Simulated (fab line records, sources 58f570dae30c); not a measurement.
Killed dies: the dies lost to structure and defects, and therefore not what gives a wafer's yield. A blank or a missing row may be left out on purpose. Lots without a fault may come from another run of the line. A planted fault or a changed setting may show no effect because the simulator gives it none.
Which tool did it? :: flow berkeley cmos170 :: 15 lots (45 wafers sampled), 1 step of a 331-step route

== WHAT THE GAUGES READ, wafer by wafer ==
No reading from a measuring or inspecting step in the record can be judged against a usual standard deviation.

== TOOL THAT RAN EACH LOT (tool first, then ch and the chambers of the sampled wafers, then the start) ==
lot: L200
UCB170_PSD_PEB_04: litho track-01 ch 0, day 6 08:57

lot: L202
UCB170_PSD_PEB_04: litho track-02 ch 0, day 6 09:04

lot: L201
UCB170_PSD_PEB_04: litho track-01 ch 0, day 6 09:14

lot: L204
UCB170_PSD_PEB_04: litho track-02 ch 0, day 7 02:08

lot: L203
UCB170_PSD_PEB_04: litho track-02 ch 0, day 7 02:26

lot: L205
UCB170_PSD_PEB_04: litho track-02 ch 0, day 7 14:20

lot: L206
UCB170_PSD_PEB_04: litho track-04 ch 0, day 7 14:23

lot: L210
UCB170_PSD_PEB_04: litho track-02 ch 0, day 8 16:22

lot: L209
UCB170_PSD_PEB_04: litho track-01 ch 0, day 8 16:46

lot: L211
UCB170_PSD_PEB_04: litho track-02 ch 0, day 8 23:23

lot: L215
UCB170_PSD_PEB_04: litho track-01 ch 0, day 9 07:33

lot: L213
UCB170_PSD_PEB_04: litho track-02 ch 0, day 9 07:41

lot: L214
UCB170_PSD_PEB_04: litho track-01, day 9 07:52

lot: L216
UCB170_PSD_PEB_04: litho track-02, day 9 16:47

lot: L217
UCB170_PSD_PEB_04: litho track-02, day 10 05:11
- UCB170_PSD_PEB_04

== AS READ BY THE TOOLS THEMSELVES (means over the sampled wafers that have a number; for cases with no such wafer, the mark the record gives instead) ==
UCB170_PSD_PEB_04.
lot: L200
tool: litho track-01
chill plate temp C (C): 23.13
exhaust pa (Pa): 45.1

lot: L202
tool: litho track-02
chill plate temp C (C): 22.89
exhaust pa (Pa): 45.0

lot: L201
tool: litho track-01
chill plate temp C (C): 22.99
exhaust pa (Pa): 45.2

lot: L204
tool: litho track-02
chill plate temp C (C): 22.94
exhaust pa (Pa): 46.9

lot: L203
tool: litho track-02
chill plate temp C (C): 23.19
exhaust pa (Pa): 45.8

lot: L205
tool: litho track-02
chill plate temp C (C): 23.06
exhaust pa (Pa): 44.5

lot: L206
tool: litho track-04
chill plate temp C (C): 22.89
exhaust pa (Pa): 46.3

lot: L210
tool: litho track-02
chill plate temp C (C): 22.96
exhaust pa (Pa): 45.8

lot: L209
tool: litho track-01
chill plate temp C (C): 22.93
exhaust pa (Pa): 46.0

lot: L211
tool: litho track-02
chill plate temp C (C): 23.09
exhaust pa (Pa): 46.2

lot: L215
tool: litho track-01
chill plate temp C (C): 22.93
exhaust pa (Pa): 44.0

lot: L213
tool: litho track-02
chill plate temp C (C): 23.00
exhaust pa (Pa): 45.1

lot: L214
tool: litho track-01
chill plate temp C (C): -
exhaust pa (Pa): -

lot: L216
tool: litho track-02
chill plate temp C (C): -
exhaust pa (Pa): -

lot: L217
tool: litho track-02
chill plate temp C (C): -
exhaust pa (Pa): -

== THE ANSWER, worked out from the rows above alone ==
Rule: what is usual is taken from the lots themselves. The widest of any qualifying gaps counts: lots, ordered by their means at a reading, are off when they make up no more than a third of the lots, leave a main group of 4 or more, and stand apart from it by 3 or more times the standard deviation of that group's means. The tables above print the reading to a certain number of digits; a main group whose means all agree to those digits is not used. Also off: a lot with no number at a reading for which 4 or more lots have one. Any other lot the step has rows for is counted as sound. The gauges are gone through in route order, then the tools' own readings, and for those a lot's mean is taken as printed above. At the first step where some lot is off, the reading lying furthest off is the one used; lots without a number count as furthest.
Off at UCB170_PSD_PEB_04 (chill plate temp C): L214, L216, L217. Without a number there: L214, L216, L217. Mean 23.00 C and standard deviation 0.093 in the main group.
If a tool, at that step or one of the process steps before it, ran each lot that is off and ran no sound lot following the first of them, it fits. Not one of the candidates tried fits.

== WHAT THE SIMULATOR HAD PUT IN ==
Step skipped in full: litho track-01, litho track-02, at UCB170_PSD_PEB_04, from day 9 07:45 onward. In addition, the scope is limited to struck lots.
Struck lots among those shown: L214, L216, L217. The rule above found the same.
